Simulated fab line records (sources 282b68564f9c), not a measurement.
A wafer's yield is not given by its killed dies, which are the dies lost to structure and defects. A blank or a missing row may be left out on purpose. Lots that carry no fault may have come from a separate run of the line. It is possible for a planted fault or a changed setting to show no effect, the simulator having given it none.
fab line records -- flow ritCmos
record lots=14, wafers=42, lastDay=8
route steps=202 shown REOX@101
lots untouched by any fault: they come from a run of this same line in which no faults occurred
startH: the number of hours between the record's first day and the start of the first shown wafer of the lot -- waitH: hours elapsed since this lot's preceding step -- " the same as in the row above -- L1.1+2: several wafers, shown together as one row -- - either no value or no given start -- * or withheld: withheld -- < > ~ a bound
route shown NAME@n: names a module that has steps shown in the file, with the first one's number in the route -- usual: mean/standard deviation taken from wafers without a fault -- same: alike in all rows -- chamber/n: place in a boat -- sites: the reading at each site -- _std_site: standard deviation across them -- _edge_site: outer sites' mean less inner sites' -- radiusMm: how far each site lies from the wafer's centre -- mask NAME#n: copy n -- behind: the most recent tool/chamber to have shaped the wafer -- hold: why the lot went on hold/how many hours it stayed there/how the hold came to an end -- device: the transistor (n, p or np) that didn't switch -- end of line: the tests these same wafers got at the end of their route -- a step with no rows: only its recipe -- killed: count of dies lost to structure and defects at first sort (not the wafer's yield) -- map: per-die view of a wafer (x killed, . not killed, _ where there is no die)
set.NAME: setting as actually run; set.NAME@STEP: the setting as run at that earlier step -- model.NAME: the simulator's own value behind a step, which no gauge read
the route's steps for a sample of lots (tables are steps, rows are wafers)
services: when a tool's chamber went out of use (startH, in hours from the record's first day, below 0 if earlier), for how many hours, and the reason
## steps
# step RIT_REOX_OXIDATION_03
# recipe tempC=900, ambient=O2, targetThkA=252, oxTimeS=5580
# usual zonePowerCentrePct=41/3.5
lot.wafer,tool,chamber,startH,waitH,zonePowerCentrePct
L990.3,furnace-01,0,50.53,1.1,43
L990.5,furnace-01,0,50.53,1.1,43
L990.6,furnace-01,0,50.53,1.1,44
L991.1,furnace-04,0,54.46,1.6,37
L991.2,furnace-04,0,54.46,1.6,37
L991.5,furnace-04,0,54.46,1.6,37
L992.1,furnace-04,0,62.11,0.2,38
L992.4,furnace-04,0,62.11,0.2,37
L992.5,furnace-04,0,62.11,0.2,38
L993.2,furnace-04,0,64.66,1.9,38
L993.3,furnace-04,0,64.66,1.9,37
L993.5,furnace-04,0,64.66,1.9,38
L994.1,furnace-04,0,64.66,0.3,38
L994.4,furnace-04,0,64.66,0.3,38
L994.6,furnace-04,0,64.66,0.3,37
L995.1,furnace-03,0,73.50,0.0,44
L995.3,furnace-03,0,73.50,0.0,44
L995.5,furnace-03,0,73.50,0.0,44
L996.1,furnace-01,0,76.19,0.7,43
L996.2,furnace-01,0,76.19,0.7,44
L996.4,furnace-01,0,76.19,0.7,43
L101.1,furnace-03,0,102.33,1.5,45
L101.3,furnace-03,0,102.33,1.5,44
L101.6,furnace-03,0,102.33,1.5,45
L102.1,furnace-04,0,104.45,0.6,37
L102.3,furnace-04,0,104.45,0.6,38
L102.4,furnace-04,0,104.45,0.6,38
L105.1,furnace-04,0,121.95,1.4,37
L105.4,furnace-04,0,121.95,1.4,37
L105.5,furnace-04,0,121.95,1.4,38
L108.3,furnace-03,0,139.83,0.8,45
L108.4,furnace-03,0,139.83,0.8,44
L108.5,furnace-03,0,139.83,0.8,44
L109.1,furnace-03,0,142.38,1.0,45
L109.2,furnace-03,0,142.38,1.0,45
L109.3,furnace-03,0,142.38,1.0,44
L112.3,furnace-03,0,155.44,1.5,44
L112.4,furnace-03,0,155.44,1.5,45
L112.5,furnace-03,0,155.44,1.5,44
L113.1,furnace-03,0,162.59,0.1,45
L113.2,furnace-03,0,162.59,0.1,45
L113.3,furnace-03,0,162.59,0.1,45
# step RIT_REOX_THK_MEAS_04
# recipe reads=SiO2_of_REOX_OXIDATION_03
# usual REOX_OXIDE_THK=25.0/0.52
lot.wafer,tool,chamber,startH,waitH,REOX_OXIDE_THK[nm]
L990.3,filmMetro-02,-,53.10,0.0,25.5
L990.5,filmMetro-02,-,53.10,0.0,25.4
L990.6,filmMetro-02,-,53.10,0.0,25.0
L991.1,filmMetro-03,-,57.01,0.0,25.2
L991.2,filmMetro-03,-,57.01,0.0,24.9
L991.5,filmMetro-03,-,57.01,0.0,24.8
L992.1,filmMetro-02,-,64.66,0.0,24.8
L992.4,filmMetro-02,-,64.66,0.0,25.0
L992.5,filmMetro-02,-,64.66,0.0,25.2
L994.1,filmMetro-03,-,67.21,0.0,24.5
L994.4,filmMetro-03,-,67.21,0.0,24.3
L994.6,filmMetro-03,-,67.21,0.0,24.7
L993.2,filmMetro-02,-,67.22,0.0,25.5
L993.3,filmMetro-02,-,67.22,0.0,25.0
L993.5,filmMetro-02,-,67.22,0.0,25.2
L995.1,filmMetro-03,-,76.05,0.0,24.6
L995.3,filmMetro-03,-,76.05,0.0,24.9
L995.5,filmMetro-03,-,76.05,0.0,24.9
L996.1,filmMetro-02,-,78.74,0.0,24.7
L996.2,filmMetro-02,-,78.74,0.0,24.7
L996.4,filmMetro-02,-,78.74,0.0,24.8
L101.1,filmMetro-02,-,104.88,0.0,24.0
L101.3,filmMetro-02,-,104.88,0.0,24.3
L101.6,filmMetro-02,-,104.88,0.0,24.2
L102.1,filmMetro-02,-,107.00,0.0,33.4
L102.3,filmMetro-02,-,107.00,0.0,33.1
L102.4,filmMetro-02,-,107.00,0.0,32.9
L105.1,filmMetro-03,-,124.50,0.0,32.3
L105.4,filmMetro-03,-,124.50,0.0,32.7
L105.5,filmMetro-03,-,124.50,0.0,33.0
L108.3,filmMetro-01,-,142.40,0.0,25.2
L108.4,filmMetro-01,-,142.40,0.0,25.3
L108.5,filmMetro-01,-,142.40,0.0,25.2
L109.1,filmMetro-01,-,144.93,0.0,25.3
L109.2,filmMetro-01,-,144.93,0.0,25.3
L109.3,filmMetro-01,-,144.93,0.0,25.1
L112.3,filmMetro-01,-,158.01,0.0,25.9
L112.4,filmMetro-01,-,158.01,0.0,25.3
L112.5,filmMetro-01,-,158.01,0.0,25.6
L113.1,filmMetro-03,-,165.14,0.0,25.5
L113.2,filmMetro-03,-,165.14,0.0,24.9
L113.3,filmMetro-03,-,165.14,0.0,25.0
## services
tool,chamber,startH,hours,kind
furnace-01,-,105.04,13.4,pm
furnace-04,-,142.22,4.1,pm
## key
firstSign step=RIT_REOX_THK_MEAS_04, reading=REOX_OXIDE_THK, direction=up, sigmas=15, usual=25.0, struck=32.9
effect none on later readings
metAt RIT_REOX_OXIDATION_03
struckLots L102,L105
testerLeftOut L102,L105
onsetBetween 64.66 104.45
fault kind=processParameterDrift, tool=furnace-04, chamber=-, onsetH=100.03, steps=RIT_REOX_OXIDATION_03, channel=oxTimeS, offset=*, shape=step, endH=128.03, actsIn=*, stated=*
# testerLeftOut: of these lots the tester's yield and bins aren't shown, on N5 and GAA mostly nor the transistor test; their killed dies are dies lost to structure and defects alone, not to doping, threshold or leakage, so they don't give the yield
